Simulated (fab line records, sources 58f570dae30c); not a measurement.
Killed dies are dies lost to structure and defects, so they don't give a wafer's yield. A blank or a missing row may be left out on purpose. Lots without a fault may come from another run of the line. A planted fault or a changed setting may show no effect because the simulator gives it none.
Which tool did it? | flow berkeley_cmos170 | 7 lots, 21 wafers sampled, at 2 steps of a route of 331

WHAT THE GAUGES READ, wafer by wafer
UCB170_PWELL_THK_MEAS_03.
lot  | measured    | on            | PWELL_OXIDE_THK (nm)
L291 | day 3 02:51 | film_metro-01 | 26.7 27.0 27.3
L293 | day 3 09:25 | film_metro-01 | 27.0 26.7 26.8
L297 | day 4 06:23 | film_metro-02 | 27.3 27.0 26.8
L299 | day 4 11:59 | film_metro-01 | 28.2 28.4 28.5
L302 | day 5 16:23 | film_metro-04 | 27.5 27.0 27.2
L308 | day 6 12:26 | film_metro-01 | 25.9 26.1 25.8
L311 | day 7 09:03 | film_metro-02 | 27.7 27.8 28.1

WHICH TOOL RAN EACH LOT (tool, then ch and the chambers of the sampled wafers, then the start)
lot  | UCB170_NWELL_ETCH_13
L291 | rie_diel-03 ch 0,3, day 2 16:18
L293 | rie_diel-01 ch 1,2,3, day 2 22:43
L297 | rie_diel-03 ch 0,1, day 3 19:32
L299 | rie_diel-03 ch 0,3, day 4 03:53
L302 | rie_diel-02 ch 0,1,3, day 5 08:04
L308 | rie_diel-03 ch 0,2,3, day 6 02:46
L311 | rie_diel-01 ch 0,2,3, day 6 23:16
- UCB170_NWELL_ETCH_13: etches Si3N4 in CH3F/Ar/O2, stops on SiO2, target depth 246.4 nm, time 154 s.

THE ANSWER, worked out from the rows above alone
Rule: what is usual is taken from the lots themselves. Put in order of their means at a reading, lots are off if they are a third of the lots or fewer, leave a main group of 4 or more, and stand apart from it by a gap of 3 or more times the standard deviation of the main group's means; of several such gaps the widest counts. A main group whose means are all the same, to the digits that the tables above print for the reading, isn't used. A lot without any number at a reading at which 4 lots or more have one is off too. The other lots that the step has rows for count as sound.
No lot is off at any reading shown: from this, nothing can be told.

WHAT THE SIMULATOR HAD PUT IN
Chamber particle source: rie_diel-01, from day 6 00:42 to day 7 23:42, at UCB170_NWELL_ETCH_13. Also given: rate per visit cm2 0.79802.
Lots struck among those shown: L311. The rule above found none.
